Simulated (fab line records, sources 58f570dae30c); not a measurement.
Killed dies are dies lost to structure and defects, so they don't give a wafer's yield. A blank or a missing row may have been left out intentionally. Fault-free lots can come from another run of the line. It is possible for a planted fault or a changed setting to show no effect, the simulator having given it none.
The tool behind it: which one? | flow berkeley_cmos170 | 42 wafers from 14 lots sampled at 5 of the route's 331 steps

## WHAT EACH GAUGE READ, for each wafer
UCB170_PWELL_TW_MEAS_17. Usual: PWELL_TW typically reads 378, with standard deviation 3.6.
lot  | measured    | on            | PWELL_TW    | flag
L183 | day 3 13:17 | film_metro-01 | 382 383 380 |
L182 | day 3 13:34 | film_metro-03 | 374 372 370 |
L185 | day 3 23:39 | film_metro-01 | 382 381 380 |
L187 | day 4 08:52 | film_metro-03 | 372 372 373 |
L188 | day 4 13:33 | film_metro-04 | 381 383 380 |
L191 | day 4 23:37 | film_metro-03 | 371 372 371 |
L190 | day 4 23:52 | film_metro-04 | 382 382 383 |
L192 | day 5 13:05 | film_metro-03 | 374 373 374 |
L194 | day 5 16:41 | film_metro-01 | 380 378 379 |
L195 | day 6 01:28 | film_metro-04 | 385 383 382 |
L196 | day 6 11:41 | film_metro-03 | 374 376 376 |
L199 | day 7 00:44 | film_metro-03 | 373 376 376 |
L200 | day 7 00:58 | film_metro-01 | 382 382 380 |
L205 | day 8 08:05 | film_metro-01 | 379 379 380 |

UCB170_WELLDRIVE_THK_MEAS_02. Usual: WELLDRIVE_OXIDE_THK typically reads 198 nm, with standard deviation 3.
lot  | measured    | on            | WELLDRIVE_OXIDE_THK (nm) | flag
L183 | day 4 02:51 | film_metro-04 | 198 195 198              |
L182 | day 4 02:51 | film_metro-02 | 200 198 199              |
L185 | day 4 11:59 | film_metro-01 | 201 202 203              |
L187 | day 5 00:35 | film_metro-04 | 199 203 198              |
L188 | day 5 00:35 | film_metro-01 | 201 202 201              |
L191 | day 5 15:16 | film_metro-02 | 198 194 195              |
L190 | day 5 15:17 | film_metro-01 | 193 198 196              |
L192 | day 6 01:54 | film_metro-02 | 196 198 197              |
L194 | day 6 01:56 | film_metro-01 | 195 198 194              |
L195 | day 6 16:52 | film_metro-04 | 195 196 196              |
L196 | day 7 05:57 | film_metro-02 | 198 201 199              |
L199 | day 7 15:14 | film_metro-02 | 222 222 222              | OFF
L200 | day 7 15:14 | film_metro-01 | 228 229 226              | OFF
L205 | day 8 17:51 | film_metro-01 | 192 193 195              |

UCB170_SCREENOX_THK_MEAS_02. Usual: SCREENOX_OXIDE_THK typically reads 14.2 nm, with standard deviation 0.31.
lot  | measured     | on            | SCREENOX_OXIDE_THK (nm) | flag
L183 | day 6 00:41  | film_metro-01 | 14.6 14.6 14.6          |
L182 | day 6 00:38  | film_metro-03 | 14.1 14.3 14.2          |
L185 | day 6 16:41  | film_metro-01 | 13.8 13.6 13.8          |
L187 | day 7 07:37  | film_metro-03 | 14.6 14.5 14.4          |
L188 | day 7 07:41  | film_metro-03 | 14.6 14.8 14.8          |
L191 | day 8 00:03  | film_metro-02 | 14.1 14.3 14.2          |
L190 | day 8 00:01  | film_metro-02 | 14.8 14.6 14.6          |
L192 | day 8 11:52  | film_metro-03 | 13.9 13.9 13.9          |
L194 | day 8 11:50  | film_metro-01 | 14.4 14.2 14.6          |
L195 | day 9 01:17  | film_metro-01 | 14.0 14.0 14.0          |
L196 | day 9 07:10  | film_metro-02 | 14.1 14.0 13.9          |
L199 | day 9 07:11  | film_metro-03 | 14.3 14.0 13.9          |
L200 | day 9 07:07  | film_metro-02 | 13.8 13.9 13.9          |
L205 | day 10 18:22 | film_metro-02 | 14.2 14.0 14.2          |

UCB170_FIELD_THK_MEAS_91. Usual: FIELD_OXIDE_LEFT_2_THK typically reads 349 nm, with standard deviation 11.
lot  | measured     | on            | FIELD_OXIDE_LEFT_2_THK (nm) | flag
L183 | day 6 09:15  | film_metro-04 | 354 359 365                 |
L182 | day 6 09:01  | film_metro-01 | 346 346 351                 |
L185 | day 7 04:52  | film_metro-04 | 346 343 344                 |
L187 | day 7 17:55  | film_metro-03 | 348 346 341                 |
L188 | day 7 18:02  | film_metro-04 | 364 368 361                 |
L191 | day 8 10:19  | film_metro-04 | 356 363 359                 |
L190 | day 8 12:42  | film_metro-04 | 357 357 347                 |
L192 | day 8 18:51  | film_metro-04 | 359 349 347                 |
L194 | day 8 22:25  | film_metro-03 | 342 344 348                 |
L195 | day 9 11:08  | film_metro-01 | 348 346 344                 |
L196 | day 9 17:25  | film_metro-01 | 356 352 345                 |
L199 | day 9 17:12  | film_metro-03 | 341 340 351                 |
L200 | day 9 16:32  | film_metro-04 | 358 350 352                 |
L205 | day 11 07:05 | film_metro-01 | 338 337 336                 |

## EACH LOT AND THE TOOL THAT RAN IT (in order: tool; ch and the chambers of the sampled wafers; start)
lot  | UCB170_WELLDRIVE_OXIDATION_01
L183 | furnace-04 ch 0, day 3 23:21
L182 | furnace-04 ch 0, day 3 23:21
L185 | furnace-02 ch 0, day 4 08:29
L187 | furnace-01 ch 0, day 4 21:05
L188 | furnace-01 ch 0, day 4 21:05
L191 | furnace-02 ch 0, day 5 11:46
L190 | furnace-02 ch 0, day 5 11:46
L192 | furnace-02 ch 0, day 5 22:22
L194 | furnace-02 ch 0, day 5 22:22
L195 | furnace-01 ch 0, day 6 13:20
L196 | furnace-01 ch 0, day 7 02:27
L199 | furnace-02 ch 0, day 7 11:43
L200 | furnace-02 ch 0, day 7 11:43
L205 | furnace-04 ch 0, day 8 14:20
- UCB170_WELLDRIVE_OXIDATION_01: target thk 199 nm, ox time 9000 s.

## AS READ BY THE TOOLS THEMSELVES (means over the sampled wafers that have a number; for cases with no such wafer, the mark the record gives instead)
UCB170_WELLDRIVE_OXIDATION_01. Usual: ox_temp_c 1100.0 C, standard deviation 0.44; ox_temp_c_max 1104.3, standard deviation 1.5; zone_power_centre_pct 54.8 %, standard deviation 2.3.
lot  | tool       | ox_temp_c (C) | ox_temp_c_max | zone_power_centre_pct (%) | flag
L183 | furnace-04 | 1100.2        | 1105.0        | 52.2                      |
L182 | furnace-04 | 1099.4        | 1103.4        | 52.2                      |
L185 | furnace-02 | 1100.3        | 1106.3        | 57.5                      |
L187 | furnace-01 | 1100.5        | 1103.3        | 54.1                      |
L188 | furnace-01 | 1100.1        | 1102.6        | 53.6                      |
L191 | furnace-02 | 1100.1        | 1105.0        | 56.8                      |
L190 | furnace-02 | 1099.8        | 1105.2        | 56.8                      |
L192 | furnace-02 | 1099.9        | 1105.4        | 57.0                      |
L194 | furnace-02 | 1099.3        | 1104.7        | 57.4                      |
L195 | furnace-01 | 1099.8        | 1102.7        | 53.4                      |
L196 | furnace-01 | 1099.7        | 1102.5        | 53.8                      |
L199 | furnace-02 | 1100.3        | 1105.9        | 57.7                      |
L200 | furnace-02 | 1099.9        | 1105.0        | 57.2                      |
L205 | furnace-04 | 1099.9        | 1104.0        | 52.0                      |

## THE ANSWER, worked out from the rows above alone
Rule: lot off if the mean of its wafers having a number is beyond 3 standard deviations from the usual mean. A lot without any number at a reading at which 4 lots or more have one is off too. Where the step has rows for the other lots, those lots are counted as sound. Order of review: gauges by route order, followed by the tools' own readings, for which a lot's mean as printed above is used. The first step at which some lot is off is used, and at that step the reading that is off furthest; a lot without a number counts as furthest.
Off: L199, L200, at UCB170_WELLDRIVE_THK_MEAS_02 (WELLDRIVE_OXIDE_THK).
If a tool, at a process step before that reading, ran all the lots that are off and no sound lot after the first of them, it fits. Gauges at UCB170_WELLDRIVE_THK_MEAS_02: tried the same way as those tools. One fits: UCB170_WELLDRIVE_OXIDATION_01 on furnace-02. A fault onset in the window from L192 (day 5 22:22, its last sound lot) to L199 (day 7 11:43, its first lot off) fits.

## WHAT THE SIMULATOR HAD PUT IN
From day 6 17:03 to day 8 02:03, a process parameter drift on furnace-02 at UCB170_WELLDRIVE_OXIDATION_01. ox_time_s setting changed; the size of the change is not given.
Shown lots that were struck: L199, L200. The same result came from the rule above.
